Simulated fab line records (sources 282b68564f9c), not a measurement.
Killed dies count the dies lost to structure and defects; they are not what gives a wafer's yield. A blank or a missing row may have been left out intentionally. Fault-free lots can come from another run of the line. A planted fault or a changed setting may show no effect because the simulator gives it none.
8D (eight disciplines) problem report, filled in by code ; flow rit_cmos ; the parts of the form that need people (team, actions taken, sign-off) are left out

== 1. WHAT WENT WRONG ==
Mean of run_length_s at RIT_SDANNEAL_CLEAN_00: 566 s across 6 wafers in 2 lots; on wafers with no fault it is 628 s (standard deviation 3.1). That is -20 standard deviations from the usual mean.
The step: cleans in SC1, time 600 s.
The first sign was on wafer L474.2 at day 4 19:00, on wet_bench-02. The record has a number at this step for 42 wafers belonging to 14 lots. The rule behind "out" and "out of limits": a value lying over 4 standard deviations away from the usual mean. All remaining wafers that have a number are taken as sound.

== 2. WHAT IT IS AND WHAT IT IS NOT ==
question;is;is not
which readings at this step;run_length_s;-
which lots;L474, L477;L467, L468, L471, L472, L473, L475, L476, L484, L486, L487, L488, L489
which wafers of those lots;all that have a number;-
read on which tools;wet_bench-02;wet_bench-01, wet_bench-04
when;from day 4 19:00;"up to then (15 sound wafers); but 21 sound wafers of L475, L476, L484, L486, L487, L488, L489 came after"

== 3. SUSPECTS, AND WHAT RULES EACH OUT ==
Counting: a tool at any process step up to the reading remains a suspect when it ran all the lots that are out and ran no sound lot after the first of those.
- wet_bench-02 at RIT_SDANNEAL_CLEAN_00 (cleans in SC1, time 600 s): ruled out as a lasting fault. After its first lot that is out, L474 (day 4 19:00), sound lots L488 ran on it.
Left after counting: nothing in the record.

== 4. THE CAUSE (what the simulator had put in) ==
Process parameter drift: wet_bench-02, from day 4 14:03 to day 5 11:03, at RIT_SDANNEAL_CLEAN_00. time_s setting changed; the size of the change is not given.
Counting ruled it out, wrongly.

== 5. THE EFFECT CHAIN, in route order ==
Rows list readings where the struck wafers' mean (over those with a number) sits beyond 3 standard deviations from the usual. Readings are gone through only where the record gives a usual standard deviation; hours: the median, over the lots, of the time from a lot's start at the first step in this table giving one to that lot's start at this step; sigmas: the change measured in usual standard deviations.
hours;step;reading;usual;on struck wafers;change;sigmas
0;RIT_SDANNEAL_CLEAN_00;run_length_s;628 s;566;-62;-20
It contains these process steps:
- RIT_SDANNEAL_CLEAN_00: cleans in SC1, time 600 s.
Later steps that measure or inspect, where all struck wafers having a row at the step show a number for every such reading and not one has moved that far: RIT_CONTACT_CD_MEAS_08.

== 6. HOW IT WOULD HAVE BEEN CAUGHT EARLIER ==
First out-of-limits reading in this record: day 4 19:00, which is 5 hours after fault onset at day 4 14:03.
